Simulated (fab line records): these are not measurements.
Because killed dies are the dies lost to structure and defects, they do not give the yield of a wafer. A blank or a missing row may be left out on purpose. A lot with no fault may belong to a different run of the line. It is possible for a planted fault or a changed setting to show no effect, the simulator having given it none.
A lot that was struck, set against a sound lot + flow ritCmos + 15 steps out of a route of 202
Sound: wafers L529.2, L529.4, L529.6. Struck: wafer L538.2. (L538.1, L538.6 of the same lot were not struck and are left out.) The cause comes at the end.
Each step with rows lists, per side, the tool, then ch with its chambers, then its first start. Under that, the readings that differ: sound wafers + struck wafers + difference of the means + sigmas: that difference in standard deviations of wafers without a fault.
alike: a reading whose means differ by less than 2 such deviations, as well as words and numbers matching on both sides. not compared: withheld readings; readings where some wafer has no value; bounds like >300 that might hide an equal value; numbers whose values overlap and for which the record gives no deviation.
Wherever a step has rows on one side only, a row that says differs or no value, or a row with sigmas, the two part there. Non-overlapping numbers with no deviation appear without sigmas and do not part them. Lack of a reading on every wafer of one side parts them only where that side has two or more wafers.

RIT_CONTACT_CVD_00: deposits SiO2 from TEOS, target thk 400 nm, time 63.28 s.
  sound on pecvd-02 ch 0,2, day 3 17:20; struck on pecvd-02 ch 1, day 5 17:17
  alike: heaterPowerW
RIT_CONTACT_THK_MEAS_01:
  sound on filmMetro-01, day 3 17:24; struck on filmMetro-03, day 5 17:22
| reading               | sound       | struck | difference | sigmas |
|-----------------------|-------------|--------|------------|--------|
| CONTACT_TEOS_THK (nm) | 420 426 425 | 410    | -14        | -2     |
then, 6 steps without rows for these wafers: RIT_CONTACT_HMDS_02 (prime time 60 s); RIT_CONTACT_COAT_03 (resist thk 1000 nm); RIT_CONTACT_SOFTBAKE_04 (time 60 s); RIT_CONTACT_EXPOSE_05 (exposes mask M11, target cd 1000 nm); RIT_CONTACT_PEB_06; RIT_CONTACT_DEVELOP_07 (develop time 120 s).
RIT_CONTACT_CD_MEAS_08: the cd target is 1000 nm.
  sound on cdSem-01, day 3 18:34; struck on cdSem-02, day 5 18:24
  alike: cdNm
RIT_CONTACT_OVL_MEAS_09:
  sound on overlay-02, day 3 18:40; struck on overlay-01, day 5 18:31
  alike: CONTACT_OVL
then, 1 step without rows for these wafers: RIT_CONTACT_HARDBAKE_10 (time 60 s).
RIT_CONTACT_ETCH_11: etches SiO2 in CHF3/CF4/Ar, stops on TiSi2, target depth 480 nm, time 320 s.
  sound on rieDiel-03 ch 0,1, day 3 18:51; struck on rieDiel-03 ch 3, day 5 18:42
| reading              | sound          | struck | difference | sigmas |
|----------------------|----------------|--------|------------|--------|
| throttleValvePct (%) | 8.85 8.90 8.89 | 9.09   | +0.21      | +3     |
  alike: chamberPressureMTorr, drypumpMotorCurrentA, oesProductAu
  not compared: rfHoursCounterH
RIT_CONTACT_STRIP_12: strips in O2, time 180 s.
  sound on plasmaAsher-01 ch 0,1, day 3 19:02; struck on plasmaAsher-01 ch 1, day 5 18:54
| reading        | sound             | struck | difference | sigmas |
|----------------|-------------------|--------|------------|--------|
| runLengthS (s) | 207.6 208.2 208.2 | 232.6  | +24.6      | +70    |
  alike: chamberPressureMTorr, drypumpMotorCurrentA, rfReflPowerW
  not compared: rfHoursCounterH
RIT_CONTACT_CD_MEAS_90: the cd target is 1000 nm.
  sound on cdSem-02, day 3 19:14; struck on cdSem-02, day 5 19:04
  alike: cdNm
RIT_M1_PROBE_99:
  sound on prober-01, day 3 23:53; struck on prober-02, day 6 00:06
  alike: killed_at_M0_to_M3, killedAtContacts, killedAtFrontEnd, killedDies, killedOpen, killedShort

== WHERE THEY PART ==
Last at RIT_CONTACT_STRIP_12 as far as this record goes, first at RIT_CONTACT_THK_MEAS_01. Later steps at which nothing parts them and some readings are alike: RIT_CONTACT_CD_MEAS_90, RIT_M1_PROBE_99.

WHY: what had been put in by the simulator
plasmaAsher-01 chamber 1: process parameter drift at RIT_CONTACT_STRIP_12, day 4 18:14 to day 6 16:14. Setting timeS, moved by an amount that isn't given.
